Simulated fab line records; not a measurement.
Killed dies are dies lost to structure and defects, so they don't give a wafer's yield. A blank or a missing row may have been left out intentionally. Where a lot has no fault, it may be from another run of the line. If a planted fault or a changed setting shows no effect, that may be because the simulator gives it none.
A lot that was struck, set against a sound lot + flow rit-cmos + 13 out of 202 route steps
Sound: the wafers L533.3, L533.5, L533.6. Wafers struck: L540.3, L540.5, L540.6. The cause is given at the end.
Each step with rows lists, per side, the tool, then ch with its chambers, then its first start. Under that, the readings that differ: sound wafers + struck wafers + difference of the means + sigmas: that difference in standard deviations of wafers without a fault.
alike: readings whose means differ by less than 2 such deviations, and words and numbers that are the same on both sides. not compared: withheld readings, readings that some wafer has no value for, bounds like >300 that may hide the same value, and numbers for which the record gives no deviation and whose values overlap.
The two part at a step that has a row with sigmas, a row that says differs or no value, or rows on one side only. When numbers do not overlap yet have no deviation, they are printed without sigmas and do not part them. Lack of a reading on every wafer of one side parts them only where that side has two or more wafers.

first, 2 steps without rows for these wafers: RIT_PLDD_PEB_04; RIT_PLDD_DEVELOP_05 (develop time 50 s).
RIT_PLDD_OVL_MEAS_06:
  sound on overlay-02 at day 2 23:00; struck on overlay-02 at day 4 11:24
  alike: PLDD_OVL
then, 2 steps without rows for these wafers: RIT_PLDD_HARDBAKE_07 (time 60 s); RIT_PLDD_IMPLANT_08.
RIT_PLDD_STRIP_09: strips in O2, time 180 s.
  sound on plasma-asher-01 ch 0,1, day 2 23:23; struck on plasma-asher-03 ch 0,1, day 4 11:47
  alike: drypump-motor-current-A
  not compared: rf-hours-counter-h
RIT_PLDD_TW_MEAS_10:
  sound on film-metro-02 at day 2 23:32; struck on film-metro-03 at day 4 11:55
  alike: PLDD_TW
then, 4 steps without rows for these wafers: RIT_SPACER_CLEAN_00 (cleans in SC1, time 600 s); RIT_SPACER_CLEAN_01 (cleans in dHF, time 30 s); RIT_SPACER_CLEAN_02 (cleans in SC2, time 600 s); RIT_SPACER_CVD_03 (deposits Si3N4 from SiH2Cl2/NH3, target thk 250 nm, time 3300 s).
RIT_SPACER_THK_MEAS_04:
  sound on film-metro-01 at day 3 03:02; struck on film-metro-01 at day 4 14:17
| reading                 | sound             | struck            | difference | sigmas |
|-------------------------|-------------------|-------------------|------------|--------|
| SPACER_NITRIDE_THK (nm) | 247.0 249.0 248.5 | 254.5 254.3 254.4 | +6.2       | +2     |
RIT_SPACER_ETCHBACK_05: etches Si3N4 in SF6/CHF3, stops on SiO2, target depth 250 nm, time 240 s.
  sound on rie-diel-02 ch 0,1, day 3 03:05; struck on rie-diel-04 ch 1,2,3, day 4 14:19
  no value came back on the struck wafers for any of 5 readings (CHF3_flow_sccm (sccm), SF6_flow_sccm (sccm) and others); on the sound wafers CHF3_flow_sccm (sccm) reads 29.99 29.86 29.90
| reading                                     | sound             | struck            | difference | sigmas |
|---------------------------------------------|-------------------|-------------------|------------|--------|
| model.poly-Si_of_GATE_CVD_08.thk-nm (nm)    | 165.7 163.9 164.9 | 232.8 232 233.8   | +68.0      |        |
| model.Si3N4_of_SPACER_CVD_03.thk-nm (nm)    | 193.7 196.4 195.3 | 254.4 254.1 254.4 | +59.2      |        |
| model.SiO2_of_FOX2_OXIDATION_00.thk-nm (nm) | 178.5 173.9 175.9 | 232.4 232.3 222.7 | +53.0      |        |
  not compared: rf-hours-counter-h

## WHERE THEY PART
First at RIT_SPACER_THK_MEAS_04; last, within this record, at RIT_SPACER_ETCHBACK_05.

WHY: whatever the simulator had introduced
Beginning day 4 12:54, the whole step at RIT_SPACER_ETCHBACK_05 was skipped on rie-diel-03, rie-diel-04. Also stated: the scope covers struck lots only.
